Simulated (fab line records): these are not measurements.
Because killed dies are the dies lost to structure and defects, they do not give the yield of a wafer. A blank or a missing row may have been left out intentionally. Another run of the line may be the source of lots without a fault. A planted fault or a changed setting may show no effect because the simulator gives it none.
8D (eight disciplines) problem report, filled in by code ; flow berkeleyCmos170 ; the parts of the form that need people (team, actions taken, sign-off) are left out

## 1. WHAT IS WRONG
Wafers free of any fault read 220.1 nm (standard deviation 2.4) for ACTIVE_NITRIDE_THK at UCB170_ACTIVE_THK_MEAS_06, against a mean of 274.6 nm on 6 wafers of 2 lots. Relative to the usual mean, that is a shift of +23 standard deviations.
Earliest sighting: wafer L114.1 on filmMetro-04 at day 6 14:32. The record holds 42 wafers of 14 lots with a number at this step. The rule behind "out" and "out of limits": a value lying over 4 standard deviations away from the usual mean. The rest of the wafers with a number are treated as sound.

## 2. WHAT IT IS, AND WHAT IT ISN'T
question;is;is not
which readings at this step;ACTIVE_NITRIDE_THK;-
which lots;L113, L114;L103, L104, L105, L107, L109, L111, L119, L120, L122, L123, L124, L125
which wafers of those lots;all that have a number;-
read on which gauges;filmMetro-01, filmMetro-04;filmMetro-02
when;from day 6 14:32;"up to then (18 sound wafers); but 18 sound wafers of L119, L120, L122, L123, L124, L125 came after"

## 3. WHAT RULES OUT EACH SUSPECT
Counting: a tool at a process step up to the reading stays a suspect if it ran every lot that is out and no sound lot after the first of them.
- the gauge at UCB170_ACTIVE_THK_MEAS_06: ruled out. Those wafers that are out were read across 2 gauges (filmMetro-01, filmMetro-04).
- lpcvd-01 at UCB170_ACTIVE_CVD_05 (deposits Si3N4 from SiH2Cl2/NH3, target thk 220 nm, time 3300 s): kept. It ran every lot that is out, first L113 (day 6 12:37), and no sound lot after that; its last sound lot up to then is L109 (day 5 13:58).
Remaining after the count: lpcvd-01 at UCB170_ACTIVE_CVD_05.

## 4. THE CAUSE (what the simulator had put in)
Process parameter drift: lpcvd-01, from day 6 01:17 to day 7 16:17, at UCB170_ACTIVE_CVD_05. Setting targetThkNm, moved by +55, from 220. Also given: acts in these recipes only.
This tool alone remained once counting was done.

## 5. THE CHAIN OF EFFECTS, in route order
One row per reading whose mean, taken over the struck wafers that have a number, lies over 3 standard deviations from the usual. Only readings for which the record gives a usual standard deviation are gone through. hours: the time from each lot's start at the first step in this table that gives one to its start at this step, as a median over the lots. sigmas: the change in usual standard deviations.
hours;step;reading;usual;on struck wafers;change;sigmas
0;UCB170_ACTIVE_THK_MEAS_06;ACTIVE_NITRIDE_THK;220.1 nm;274.6;+54.5;+23
1;UCB170_ACTIVE_ETCH_15;oesProductAu;0.943 a.u.;0.996;+0.053;+4.1
Its process steps:
- UCB170_ACTIVE_ETCH_15: etches Si3N4 in CH3F/Ar/O2, stops on SiO2, target depth 242 nm, time 151 s.
At these later measuring or inspecting steps, every struck wafer for which the step has a row has a number for every such reading, and none has moved that far: UCB170_ACTIVE_OVL_MEAS_14.

## 6. HOW IT WOULD HAVE BEEN CAUGHT EARLIER
In this record the first reading out of limits at a measuring or inspecting step was taken at day 6 14:32, 13 hours after the fault began at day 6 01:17.
Of the tool readings at UCB170_ACTIVE_CVD_05 for which the record gives a usual standard deviation, none was out on any struck wafer, so an alarm limit of 4 standard deviations on them would not have fired.
All the lots that are out (2) had begun UCB170_ACTIVE_CVD_05 on lpcvd-01 by day 6 14:32. A hold on the tool at that time would have spared none of them.
